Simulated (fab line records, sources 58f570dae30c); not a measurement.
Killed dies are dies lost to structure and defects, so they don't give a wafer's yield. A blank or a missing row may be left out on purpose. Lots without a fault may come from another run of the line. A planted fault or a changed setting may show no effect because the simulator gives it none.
Which tool did it? | flow berkeley_cmos170 | 14 lots, 42 wafers sampled, at 3 steps of a route of 331

WHAT THE GAUGES READ, wafer by wafer
UCB170_NWELL_THK_MEAS_02.
lot  | measured    | on            | NWELL_OXIDE_THK (nm)
L889 | day 2 03:12 | film_metro-04 | 26.4 26.5 26.2
L890 | day 2 11:59 | film_metro-02 | 26.1 26.3 25.8
L891 | day 2 17:34 | film_metro-02 | 26.4 26.6 26.0
L898 | day 4 01:15 | film_metro-01 | 26.2 26.3 26.4
L899 | day 4 05:26 | film_metro-04 | 27.2 26.7 26.4
L903 | day 4 21:13 | film_metro-01 | 26.2 26.8 26.8
L902 | day 4 21:14 | film_metro-04 | 26.9 27.0 26.7
L905 | day 5 09:23 | film_metro-04 | 26.9 26.7 26.6
L906 | day 5 19:42 | film_metro-04 | 26.6 26.3 26.2
L907 | day 5 19:42 | film_metro-01 | 26.2 26.3 26.1
L908 | day 6 06:16 | film_metro-02 | 26.8 26.9 27.0
L909 | day 6 06:16 | film_metro-04 | 26.7 26.6 26.7
L910 | day 6 14:32 | film_metro-01 | 26.4 26.1 26.1
L911 | day 6 14:32 | film_metro-02 | 26.3 25.8 26.1

UCB170_PWELL_TW_MEAS_17.
lot  | measured    | on            | PWELL_TW
L889 | day 3 08:16 | film_metro-01 | 371.0 374.1 373.8
L890 | day 3 19:40 | film_metro-04 | 378.9 377.2 375.9
L891 | day 3 19:43 | film_metro-01 | 370.8 371.1 370.5
L898 | day 5 08:14 | film_metro-04 | 374.8 376.6 376.9
L899 | day 5 07:35 | film_metro-04 | 378.0 375.5 373.8
L903 | day 6 05:57 | film_metro-04 | 377.8 378.5 378.7
L902 | day 6 05:55 | film_metro-01 | 370.5 372.1 369.1
L905 | day 6 18:35 | film_metro-04 | 376.0 376.3 376.6
L906 | day 7 01:55 | film_metro-04 | 378.2 376.8 376.7
L907 | day 7 02:01 | film_metro-04 | 379.8 377.3 377.1
L908 | day 7 12:09 | film_metro-01 | 369.8 372.0 371.4
L909 | day 7 12:29 | film_metro-04 | 378.5 377.1 377.6
L910 | day 7 21:50 | film_metro-04 | 378.6 379.5 376.9
L911 | day 7 21:37 | film_metro-03 | 376.5 373.6 371.5

WHICH TOOL RAN EACH LOT (tool, then ch and the chambers of the sampled wafers, then the start)
lot  | UCB170_NWELL_ETCH_13
L889 | rie_diel-01 ch 1,2,3, day 2 12:46
L890 | rie_diel-01 ch 0,1,3, day 2 22:16
L891 | rie_diel-04 ch 2,3, day 3 00:41
L898 | rie_diel-01 ch 0,1, day 4 08:16
L899 | rie_diel-03 ch 0,1,3, day 4 14:13
L903 | rie_diel-04 ch 0,2,3, day 5 07:43
L902 | rie_diel-01 ch 0,1, day 5 08:07
L905 | rie_diel-03 ch 0,1, day 5 22:04
L906 | rie_diel-01 ch 0,2,3, day 6 05:14
L907 | rie_diel-04 ch 0,1, day 6 04:57
L908 | rie_diel-03 ch 0,1, day 6 15:51
L909 | rie_diel-04 ch 1,2,3, day 6 16:24
L910 | rie_diel-01 ch 0,1, day 7 01:07
L911 | rie_diel-03 ch 0,2,3, day 7 01:23
- UCB170_NWELL_ETCH_13: etches Si3N4 in CH3F/Ar/O2, stops on SiO2, target depth 246.4 nm, time 154 s.

WHAT THE TOOLS THEMSELVES READ (means of the sampled wafers that have a number; where no wafer has one, the mark that the record gives instead)
UCB170_NWELL_ETCH_13.
lot  | tool        | drypump_motor_current_A (A) | oes_product_au (a.u.) | throttle_valve_pct (%)
L889 | rie_diel-01 | 5.58                        | 0.937                 | 8.03
L890 | rie_diel-01 | 5.62                        | 0.938                 | 8.06
L891 | rie_diel-04 | 5.85                        | 0.936                 | 8.11
L898 | rie_diel-01 | 5.70                        | 0.934                 | 8.10
L899 | rie_diel-03 | 5.51                        | 0.947                 | 7.98
L903 | rie_diel-04 | 5.79                        | 0.941                 | 8.05
L902 | rie_diel-01 | 5.69                        | 0.937                 | 8.06
L905 | rie_diel-03 | 5.23                        | 0.949                 | 8.04
L906 | rie_diel-01 | 5.60                        | 0.935                 | 8.07
L907 | rie_diel-04 | 5.94                        | 0.952                 | 8.00
L908 | rie_diel-03 | 5.41                        | 0.938                 | 8.05
L909 | rie_diel-04 | 5.82                        | 0.946                 | 8.08
L910 | rie_diel-01 | 5.66                        | 0.945                 | 8.07
L911 | rie_diel-03 | 5.66                        | 0.944                 | 8.00

THE ANSWER, worked out from the rows above alone
Rule: what is usual is taken from the lots themselves. Put in order of their means at a reading, lots are off if they are a third of the lots or fewer, leave a main group of 4 or more, and stand apart from it by a gap of 3 or more times the standard deviation of the main group's means; of several such gaps the widest counts. A main group whose means are all the same, to the digits that the tables above print for the reading, isn't used. A lot without any number at a reading at which 4 lots or more have one is off too. The other lots that the step has rows for count as sound. The gauges are gone through in route order, then the tools' own readings, and for those a lot's mean is taken as printed above. The first step at which some lot is off is used, and at that step the reading that is off furthest; a lot without a number counts as furthest.
No lot is off at any reading shown: from this, nothing can be told.

WHAT THE SIMULATOR HAD PUT IN
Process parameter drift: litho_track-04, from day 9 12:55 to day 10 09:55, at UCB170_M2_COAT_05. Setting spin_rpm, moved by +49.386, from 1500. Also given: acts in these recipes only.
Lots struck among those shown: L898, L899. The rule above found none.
